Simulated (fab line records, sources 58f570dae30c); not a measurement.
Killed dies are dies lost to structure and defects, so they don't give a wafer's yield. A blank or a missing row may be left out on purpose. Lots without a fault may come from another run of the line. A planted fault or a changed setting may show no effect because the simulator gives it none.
fab line records | flow berkeley_cmos170 | part 1 of 2: steps 1 to 28 of 39
record lots=5 wafers=15 last_day=11
route steps=331 shown NVT@114 PVT@115 GATE@125 FIELD@126 PLDD@145
lots that met no fault: from a run of the same line without faults
start_h: hours from the record's first day to the start of the lot's first wafer shown | wait_h: hours since the lot's step before | " the same as in the row above | L1.1+2: a row that stands for several wafers | - no value, or no start given | * or withheld: withheld | < > ~ a bound
route shown NAME@n: a module of which the file shows steps, and the number in the route of the first | usual: mean/standard deviation of fault-free wafers | same: alike in all rows | chamber/n: place in a boat | sites: the reading at each site | _std_site: their standard deviation | _edge_site: outer sites' mean less inner sites' | radius_mm: how far each site lies from the wafer's centre | mask NAME#n: copy n | behind: the tool/chamber that last shaped the wafer | hold: why the lot was held/for how many hours/how that ended | device: the transistor (n, p or np) that didn't switch | end of line: the same wafers' tests at the end of the route | a step without rows: its recipe alone | killed: dies lost to structure and defects at the first sort, not the wafer's yield | map: a wafer's dies, x killed, . not, _ none there
set.NAME: the setting as run; set.NAME@STEP: as run at that earlier step | model.NAME: the simulator's own value behind a step, which no gauge read
lots at some steps of the route; a table a step, a row a wafer
services: from which hour (start_h, from the record's first day; less than 0 if before it) a tool's chamber was out of use, for how many hours, and why
## steps
# step UCB170_NVT_CLEAN_10
# recipe chemistry=SPM temp_c=120 time_s=600
# usual bath_guard_temp_C=119.9/0.54
# columns lot.wafer tool chamber start_h wait_h bath_guard_temp_C
L081.1 wet_bench-01 0 146.84 2.7 119.9
L081.2 " 0 " " 119.8
L081.5 " 0 " " 120.1
L082.1 wet_bench-02 0 152.21 0.3 120.2
L082.2 " 0 " " 120.7
L082.6 " 0 " " 120.4
L085.1 wet_bench-02 0 168.00 0.1 121.0
L085.4 " 0 " " 120.3
L085.5 " 0 " " 120.4
L087.2 wet_bench-04 3 181.18 1.0 119.4
L087.5 " 3 " " 119.7
L087.6 " 3 " " 119.8
L093.2 wet_bench-01 0 201.54 0.2 119.9
L093.5 " 0 " " 119.8
L093.6 " 0 " " 119.9
# step UCB170_PVT_HMDS_00
# recipe prime_time_s=60 prime_temp_c=100
# columns lot.wafer tool chamber start_h wait_h
L081.1+2+5 litho_track-01 0 147.03 0.0
L082.1+2+6 litho_track-01 0 153.02 0.6
L085.1+4+5 litho_track-03 0 168.18 0.0
L087.2+5+6 litho_track-02 0 181.87 0.3
L093.2+5+6 litho_track-03 0 202.21 0.5
# step UCB170_PVT_COAT_01
# recipe resist=KrF spin_rpm=1500 resist_thk_nm=900
# usual spin_speed_rpm=1500.0/1.1
# columns lot.wafer tool chamber start_h wait_h spin_speed_rpm
L081.1 litho_track-01 0 147.18 0.1 1500.9
L081.2 " 0 " " 1500.4
L081.5 " 0 " " 1500.2
L082.1 litho_track-01 0 153.17 0.1 1500.8
L082.2 " 0 " " 1500.5
L082.6 " 0 " " 1501.8
L085.1 litho_track-03 0 168.33 0.1 1500.5
L085.4 " 0 " " 1498.0
L085.5 " 0 " " 1499.4
L087.2 litho_track-02 0 182.02 0.1 1500.2
L087.5 " 0 " " 1499.6
L087.6 " 0 " " 1499.0
L093.2 litho_track-03 0 202.36 0.1 1497.5
L093.5 " 0 " " 1500.8
L093.6 " 0 " " 1500.1
# step UCB170_PVT_SOFTBAKE_02
# recipe resist=KrF temp_c=130 time_s=60
# columns lot.wafer tool chamber start_h wait_h
L081.1+2+5 litho_track-01 0 147.33 0.1
L082.1+2+6 litho_track-01 0 153.32 0.1
L085.1+4+5 litho_track-03 0 168.48 0.1
L087.2+5+6 litho_track-02 0 182.17 0.1
L093.2+5+6 litho_track-03 0 202.51 0.1
# step UCB170_PVT_EXPOSE_03
# recipe mask_id=NWELL target_cd_nm=3000 na=0.5 sigma_outer=0.6 source_shape=conventional dose_mj=30
# usual focus_offset_nm=0.0/0.51 reticle_temp_C=22.99/0.11
# columns lot.wafer tool chamber start_h wait_h mask focus_offset_nm reticle_temp_C
L081.1 krf_scanner-02 0 147.61 0.2 NWELL#0 -0.4 22.85
L081.2 " 0 " " NWELL#0 0.4 22.87
L081.5 " 0 " " NWELL#0 0.4 23.02
L082.1 krf_scanner-01 0 153.78 0.4 NWELL#0 0.0 22.74
L082.2 " 0 " " NWELL#0 0.7 22.87
L082.6 " 0 " " NWELL#0 0.3 22.92
L085.1 krf_scanner-02 0 168.63 0.1 NWELL#0 -0.1 23.01
L085.4 " 0 " " NWELL#0 -0.1 23.02
L085.5 " 0 " " NWELL#0 0.5 22.89
L087.2 krf_scanner-01 0 182.46 0.3 NWELL#0 0.1 22.98
L087.5 " 0 " " NWELL#0 -0.2 23.10
L087.6 " 0 " " NWELL#0 0.3 23.11
L093.2 krf_scanner-02 0 202.97 0.4 NWELL#0 -0.1 23.13
L093.5 " 0 " " NWELL#0 0.4 23.01
L093.6 " 0 " " NWELL#0 0.8 23.02
# step UCB170_PVT_PEB_04
# recipe peb_temp_c=130 peb_time_s=withheld resist=KrF
# columns lot.wafer tool chamber start_h wait_h
L081.1+2+5 litho_track-01 0 148.21 0.6
L082.1+2+6 litho_track-03 0 153.93 0.1
L085.1+4+5 litho_track-03 0 168.74 0.1
L087.2+5+6 litho_track-03 0 182.59 0.1
L093.2+5+6 litho_track-03 0 203.56 0.6
# step UCB170_PVT_DEVELOP_05
# recipe developer=TMAH develop_time_s=45 resist=KrF dev_temp_c=21
# columns lot.wafer tool chamber start_h wait_h
L081.1+2+5 litho_track-01 0 - -
L082.1+2+6 litho_track-03 0 - -
L085.1+4+5 litho_track-03 0 - -
L087.2+5+6 litho_track-03 0 - -
L093.2+5+6 litho_track-03 0 - -
# step UCB170_PVT_OVL_MEAS_06
# usual PVT_OVL=-2/5.6
# columns lot.wafer tool chamber start_h wait_h PVT_OVL[nm]
L081.1 overlay-02 - 148.48 - 4
L081.2 " - " " -8
L081.5 " - " " 1
L082.1 overlay-01 - 154.21 - 8
L082.2 " - " " -4
L082.6 " - " " 0
L085.1 overlay-02 - 169.02 - -5
L085.4 " - " " -9
L085.5 " - " " -1
L087.2 overlay-01 - 182.84 - 7
L087.5 " - " " -5
L087.6 " - " " 1
L093.2 overlay-01 - 203.82 - -4
L093.5 " - " " -2
L093.6 " - " " -6
# step UCB170_PVT_IMPLANT_07
# recipe species=P dose_cm2=2e+12 energy_kev=29.74 tilt_deg=7
# usual faraday_current_uA=6.35/0.13
# columns lot.wafer tool chamber start_h wait_h faraday_current_uA
L081.1 implanter-02 0 148.52 0.0 6.30
L081.2 " 0 " " 6.43
L081.5 " 0 " " 6.45
L082.1 implanter-03 0 154.25 0.0 6.47
L082.2 " 0 " " 6.32
L082.6 " 0 " " 6.20
L085.1 implanter-01 0 169.05 0.0 6.43
L085.4 " 0 " " 6.03
L085.5 " 0 " " 6.59
L087.2 implanter-03 0 182.90 0.0 6.54
L087.5 " 0 " " 6.38
L087.6 " 0 " " 6.52
L093.2 implanter-03 0 203.87 0.0 6.08
L093.5 " 0 " " 6.45
L093.6 " 0 " " 6.42
# step UCB170_PVT_STRIP_08
# recipe chemistry=O2 power_w=400 pressure_mtorr=3500 platen_temp_c=withheld o2_flow_sccm=400 overash_fraction=0.5
# usual drypump_motor_current_A=5.6/0.48 oes_product_au=0.735/0.0048 strip_time_to_endpoint_s=21.61/0.078
# columns lot.wafer tool chamber start_h wait_h drypump_motor_current_A oes_product_au rf_hours_counter_h strip_time_to_endpoint_s
L081.1 plasma_asher-02 0 148.67 0.1 5.3 0.727 44 21.59
L081.2 " 1 " " 5.8 0.737 44 21.53
L081.5 " 1 " " 5.8 0.724 - 21.55
L082.1 plasma_asher-02 1 154.40 0.1 5.8 0.735 45 21.44
L082.2 " 0 " " 5.3 0.729 45 21.48
L082.6 " 0 " " 5.2 0.729 - 21.45
L085.1 plasma_asher-04 0 169.20 0.1 4.7 0.736 49 21.63
L085.4 " 1 " " 6.0 0.733 - 21.60
L085.5 " 1 " " 6.1 0.736 - 21.59
L087.2 plasma_asher-04 0 183.02 0.1 4.7 0.730 50 21.52
L087.5 " 0 " " 4.7 0.731 - 21.59
L087.6 " 1 " " 6.0 0.741 - 21.53
L093.2 plasma_asher-03 0 204.00 0.1 5.4 0.731 42 21.72
L093.5 " 0 " " 5.4 0.736 - 21.66
L093.6 " 1 " " 6.2 0.736 - 21.67
# step UCB170_PVT_TW_MEAS_09
# usual PVT_TW=512/5.6
# columns lot.wafer tool chamber start_h wait_h PVT_TW
L081.1 film_metro-04 - 148.77 0.1 519
L081.2 " - " " 519
L081.5 " - " " 521
L082.1 film_metro-01 - 154.64 0.2 507
L082.2 " - " " 508
L082.6 " - " " 507
L085.1 film_metro-01 - 169.30 0.1 505
L085.4 " - " " 507
L085.5 " - " " 507
L087.2 film_metro-03 - 183.13 0.1 507
L087.5 " - " " 507
L087.6 " - " " 508
L093.2 film_metro-04 - 204.11 0.1 519
L093.5 " - " " 520
L093.6 " - " " 520
# step UCB170_GATE_WET_ETCH_00
# recipe chemistry=dHF dilution=25:1 target=SiO2 temp_c=25 time_s=200
# columns lot.wafer tool chamber start_h wait_h
L081.1+2+5 wet_bench-02 1 151.43 2.7
L082.1+2+6 wet_bench-03 2 154.70 0.1
L085.1+4+5 wet_bench-03 0 169.36 0.1
L087.2+5+6 wet_bench-02 3 183.18 0.0
L093.2+5+6 wet_bench-02 0 204.16 0.0
# step UCB170_FIELD_THK_MEAS_91
# recipe reads=SiO2_of_FIELD_OXIDATION_01
# usual FIELD_OXIDE_LEFT_2_THK=355/11
# columns lot.wafer tool chamber start_h wait_h FIELD_OXIDE_LEFT_2_THK[nm]
L081.1 film_metro-01 - 151.50 0.0 355
L081.2 " - " " 361
L081.5 " - " " 346
L082.1 film_metro-03 - 154.94 0.2 336
L082.2 " - " " 340
L082.6 " - " " 349
L085.1 film_metro-04 - 169.43 0.0 359
L085.4 " - " " 354
L085.5 " - " " 361
L087.2 film_metro-01 - 183.26 0.0 358
L087.5 " - " " 366
L087.6 " - " " 360
L093.2 film_metro-01 - 204.23 0.0 365
L093.5 " - " " 368
L093.6 " - " " 373
# step UCB170_GATE_OXIDATION_01
# recipe temp_c=850 ambient=O2 target_thk_a=66 ox_time_s=1800
# usual tube_center_temp_C_max=852.2/0.36
# same ox_time_s=1800
# columns lot.wafer tool chamber start_h wait_h tube_center_temp_C_max
L081.1 furnace-01 0 153.21 1.7 852.3
L081.2 " 0 " " 851.8
L081.5 " 0 " " 852.2
L082.1 furnace-03 0 157.06 2.1 851.7
L082.2 " 0 " " 851.9
L082.6 " 0 " " 851.9
L085.1 furnace-01 0 172.52 3.1 852.3
L085.4 " 0 " " 851.9
L085.5 " 0 " " 852.0
L087.2 furnace-01 0 185.06 1.8 851.6
L087.5 " 0 " " 851.8
L087.6 " 0 " " 852.5
L093.2 furnace-01 0 207.01 2.8 852.5
L093.5 " 0 " " 851.9
L093.6 " 0 " " 852.2
# step UCB170_GATE_THK_MEAS_02
# recipe reads=SiO2_of_GATE_OXIDATION_01
# usual GATE_OXIDE_THK=6.71/0.15
# columns lot.wafer tool chamber start_h wait_h GATE_OXIDE_THK[nm]
L081.1 film_metro-03 - 154.88 0.2 6.37
L081.2 " - " " 6.41
L081.5 " - " " 6.47
L082.1 film_metro-01 - 158.62 0.1 6.40
L082.2 " - " " 6.49
L082.6 " - " " 6.47
L085.1 film_metro-02 - 174.02 0.0 6.75
L085.4 " - " " 6.71
L085.5 " - " " 6.71
L087.2 film_metro-02 - 186.57 0.0 6.77
L087.5 " - " " 6.85
L087.6 " - " " 6.86
L093.2 film_metro-02 - 208.52 0.0 6.78
L093.5 " - " " 6.96
L093.6 " - " " 6.82
# step UCB170_GATE_ANNEAL_03
# recipe temp_c=900 time_s=1800 ambient=N2
# usual tube_center_temp_C_max=902.3/0.36
# columns lot.wafer tool chamber start_h wait_h tube_center_temp_C_max
L081.1 furnace-01 0 157.72 2.8 902.4
L081.2 " 0 " " 902.4
L081.5 " 0 " " 903.2
L082.1 furnace-01 0 162.24 3.6 902.2
L082.2 " 0 " " 902.0
L082.6 " 0 " " 902.6
L085.1 furnace-03 0 176.40 2.4 902.3
L085.4 " 0 " " 903.3
L085.5 " 0 " " 902.1
L087.2 furnace-04 0 187.51 0.9 902.0
L087.5 " 0 " " 901.8
L087.6 " 0 " " 902.4
L093.2 furnace-04 0 210.23 1.7 902.7
L093.5 " 0 " " 902.1
L093.6 " 0 " " 902.1
# step UCB170_GATE_CVD_04
# recipe material=poly-Si temp_c=610 precursor=SiH4 time_s=1440 pressure_mtorr=375 target_thk_nm=214 sih4_flow_sccm=120
# usual pressure_mtorr=374.7/0.74
# columns lot.wafer tool chamber start_h wait_h pressure_mtorr
L081.1 lpcvd-01 0 159.22 0.0 374.4
L081.2 " 0 " " 374.5
L081.5 " 0 " " 374.8
L082.1 lpcvd-02 1 163.74 0.0 375.0
L082.2 " 1 " " 374.7
L082.6 " 1 " " 374.8
L085.1 lpcvd-01 0 177.90 0.0 375.9
L085.4 " 0 " " 375.8
L085.5 " 0 " " 375.2
L087.2 lpcvd-02 0 189.63 0.6 374.6
L087.5 " 0 " " 373.2
L087.6 " 0 " " 373.6
L093.2 lpcvd-02 1 211.73 0.0 375.6
L093.5 " 1 " " 375.2
L093.6 " 1 " " 374.7
# step UCB170_GATE_THK_MEAS_05
# recipe reads=poly-Si_of_GATE_CVD_04
# usual GATE_POLY_THK=213.8/2.4
# columns lot.wafer tool chamber start_h wait_h GATE_POLY_THK[nm]
L081.1 film_metro-01 - 160.62 0.0 217.6
L081.2 " - " " 216.7
L081.5 " - " " 218.8
L082.1 film_metro-03 - 165.14 0.0 214.3
L082.2 " - " " 213.4
L082.6 " - " " 214.4
L085.1 film_metro-03 - 179.41 0.1 216.6
L085.4 " - " " 215.6
L085.5 " - " " 217.4
L087.2 film_metro-01 - 191.04 0.0 211.8
L087.5 " - " " 211.9
L087.6 " - " " 212.5
L093.2 film_metro-01 - 213.14 0.0 215.1
L093.5 " - " " 213.4
L093.6 " - " " 216.4
# step UCB170_GATE_COAT_06
# recipe resist=BARC temp_c=withheld time_s=withheld spin_rpm=3000 resist_thk_nm=withheld
# usual spin_speed_rpm=3000.0/2.1
# columns lot.wafer tool chamber start_h wait_h spin_speed_rpm
L081.1 litho_track-04 0 160.97 0.3 2998.9
L081.2 " 0 " " 2997.7
L081.5 " 0 " " 3001.5
L082.1 litho_track-02 0 165.44 0.3 2999.2
L082.2 " 0 " " 3000.1
L082.6 " 0 " " 2999.1
L085.1 litho_track-03 0 179.56 0.1 3001.0
L085.4 " 0 " " 3002.5
L085.5 " 0 " " 3003.2
L087.2 litho_track-02 0 191.34 0.3 2995.6
L087.5 " 0 " " 2996.0
L087.6 " 0 " " 2999.8
L093.2 litho_track-04 0 213.27 0.1 2998.2
L093.5 " 0 " " 3001.2
L093.6 " 0 " " 2997.9
# step UCB170_GATE_COAT_07
# recipe resist=KrF spin_rpm=1500 resist_thk_nm=900
# usual spin_speed_rpm=1500.0/1.1
# columns lot.wafer tool chamber start_h wait_h spin_speed_rpm
L081.1 litho_track-04 0 - - 1501.5
L081.2 " 0 " " 1499.9
L081.5 " 0 " " 1499.4
L082.1 litho_track-02 0 - - 1498.6
L082.2 " 0 " " 1500.4
L082.6 " 0 " " 1498.8
L085.1 litho_track-03 0 - - 1502.3
L085.4 " 0 " " 1500.3
L085.5 " 0 " " 1499.9
L087.2 litho_track-02 0 - - 1500.6
L087.5 " 0 " " 1499.9
L087.6 " 0 " " 1499.2
L093.2 litho_track-04 0 - - 1500.9
L093.5 " 0 " " 1499.9
L093.6 " 0 " " 1499.4
# step UCB170_GATE_SOFTBAKE_08
# recipe resist=KrF temp_c=130 time_s=60
# columns lot.wafer tool chamber start_h wait_h
L081.1+2+5 litho_track-04 0 - -
L082.1+2+6 litho_track-02 0 - -
L085.1+4+5 litho_track-03 0 - -
L087.2+5+6 litho_track-02 0 - -
L093.2+5+6 litho_track-04 0 - -
# step UCB170_GATE_EXPOSE_09
# recipe mask_id=POLY target_cd_nm=350 na=0.5 sigma_outer=0.6 source_shape=conventional dose_mj=21
# usual focus_offset_nm=0.0/0.57 reticle_temp_C=23.00/0.11
# columns lot.wafer tool chamber start_h wait_h mask focus_offset_nm reticle_temp_C
L081.1 krf_scanner-02 0 161.54 - POLY#0 -0.8 23.09
L081.2 " 0 " " POLY#0 -1.0 23.04
L081.5 " 0 " " POLY#0 0.1 23.13
L082.1 krf_scanner-02 0 166.20 - POLY#0 0.0 23.08
L082.2 " 0 " " POLY#0 0.1 23.02
L082.6 " 0 " " POLY#0 0.1 23.03
L085.1 krf_scanner-01 0 180.13 - POLY#0 -0.7 22.83
L085.4 " 0 " " POLY#0 0.2 22.91
L085.5 " 0 " " POLY#0 -0.8 22.74
L087.2 krf_scanner-01 0 191.91 - POLY#0 -0.2 23.12
L087.5 " 0 " " POLY#0 0.2 23.02
L087.6 " 0 " " POLY#0 0.1 22.85
L093.2 krf_scanner-02 0 213.71 - POLY#0 0.3 23.17
L093.5 " 0 " " POLY#0 0.0 23.24
L093.6 " 0 " " POLY#0 0.6 23.06
# step UCB170_GATE_PEB_10
# recipe peb_temp_c=130.5 peb_time_s=withheld resist=KrF
# columns lot.wafer tool chamber start_h wait_h
L081.1+2+5 litho_track-02 0 161.66 0.1
L082.1+2+6 litho_track-04 0 166.31 0.1
L085.1+4+5 litho_track-03 0 180.25 0.1
L087.2+5+6 litho_track-03 0 192.04 0.1
L093.2+5+6 litho_track-03 0 213.87 0.1
# step UCB170_GATE_DEVELOP_11
# recipe developer=TMAH develop_time_s=45 resist=KrF dev_temp_c=21
# columns lot.wafer tool chamber start_h wait_h
L081.1+2+5 litho_track-02 0 - -
L082.1+2+6 litho_track-04 0 - -
L085.1+4+5 litho_track-03 0 - -
L087.2+5+6 litho_track-03 0 - -
L093.2+5+6 litho_track-03 0 - -
# step UCB170_GATE_CD_MEAS_12
# recipe target_cd_nm=350
# usual cd_nm=350.3/1.4
# columns lot.wafer tool chamber start_h wait_h cd_nm
L081.1 cd_sem-01 - 161.94 - 349.4
L081.2 " - " " 348.1
L081.5 " - " " 350.1
L082.1 cd_sem-02 - 166.59 - 350.7
L082.2 " - " " 351.5
L082.6 " - " " 350.5
L085.1 cd_sem-01 - 180.52 - 351.5
L085.4 " - " " 352.0
L085.5 " - " " 350.3
L087.2 cd_sem-02 - 192.31 - 350.7
L087.5 " - " " 351.7
L087.6 " - " " 350.6
L093.2 cd_sem-02 - 214.14 - 351.7
L093.5 " - " " 351.4
L093.6 " - " " 350.3
# step UCB170_GATE_OVL_MEAS_13
# usual GATE_OVL=-1/5.4
# columns lot.wafer tool chamber start_h wait_h GATE_OVL[nm]
L081.1 overlay-01 - 162.06 0.1 -14
L081.2 " - " " 0
L081.5 " - " " -11
L082.1 overlay-01 - 166.71 0.1 0
L082.2 " - " " 4
L082.6 " - " " 3
L085.1 overlay-01 - 180.64 0.1 9
L085.4 " - " " -1
L085.5 " - " " 8
L087.2 overlay-01 - 192.41 0.1 -3
L087.5 " - " " -2
L087.6 " - " " 0
L093.2 overlay-01 - 214.25 0.1 6
L093.5 " - " " -1
L093.6 " - " " 8
# step UCB170_GATE_ETCH_14
# recipe chemistry=N2/H2 target_depth_a=withheld overetch_a=withheld target=BARC time_s=withheld source_w=500 bias_w=100 pressure_mtorr=30 n2_flow_sccm=100 h2_flow_sccm=200
# usual drypump_motor_current_A=5.7/0.44 oes_product_au=1.007/0.016 throttle_valve_pct=13.29/0.23
# columns lot.wafer tool chamber start_h wait_h drypump_motor_current_A oes_product_au throttle_valve_pct
L081.1 rie_diel-02 2 162.09 0.0 6.7 0.991 13.24
L081.2 " 1 " " 5.3 1.015 12.90
L081.5 " 2 " " 6.7 0.996 13.25
L082.1 rie_diel-04 0 166.75 0.0 6.0 1.022 13.32
L082.2 " 3 " " 5.1 1.009 13.36
L082.6 " 0 " " 6.0 1.021 13.33
L085.1 rie_diel-02 2 180.68 0.0 6.7 1.002 13.26
L085.4 " 1 " " 5.3 1.011 12.91
L085.5 " 0 " " 5.7 0.999 13.48
L087.2 rie_diel-04 2 192.44 0.0 5.6 1.002 13.60
L087.5 " 3 " " 5.1 1.001 13.36
L087.6 " 0 " " 6.0 1.021 13.30
L093.2 rie_diel-04 3 214.28 0.0 5.1 0.998 13.37
L093.5 " 3 " " 5.1 1.012 13.37
L093.6 " 0 " " 6.0 1.021 13.33
# step UCB170_GATE_ETCH_15
# recipe chemistry=HBr/Cl2 target=poly-Si stop_on=SiO2 over_etch_frac=0.3 icp_w=300 bias_w=150 time_s=56.3 pressure_mtorr=15 HBr_flow_sccm=150 Cl2_flow_sccm=50 target_depth_a=2782
# usual drypump_motor_current_A=6.0/0.45 oes_product_au=0.835/0.018 throttle_valve_pct=26.42/0.2
# columns lot.wafer tool chamber start_h wait_h drypump_motor_current_A oes_product_au rf_hours_counter_h throttle_valve_pct
L081.1 rie_si-02 1 162.13 - 6.6 0.841 0 26.11
L081.2 " 0 " " 5.4 0.865 29 26.27
L081.5 " 1 " " 6.6 0.843 - 26.12
L082.1 rie_si-01 1 166.79 - 6.2 0.855 112 26.71
L082.2 " 0 " " 6.5 0.834 1 26.68
L082.6 " 2 " " 6.4 0.833 - 26.24
L085.1 rie_si-02 3 180.72 - 5.4 0.808 0 26.44
L085.4 " 2 " " 5.7 0.844 51 26.57
L085.5 " 0 " " 5.4 0.866 - 26.25
L087.2 rie_si-02 0 192.48 - 5.4 0.848 29 26.28
L087.5 " 3 " " 5.4 0.800 - 26.45
L087.6 " 0 " " 5.4 0.854 - 26.26
L093.2 rie_si-02 0 214.32 - 5.4 0.850 29 26.26
L093.5 " 0 " " 5.4 0.853 - 26.27
L093.6 " 3 " " 5.4 0.812 - 26.43
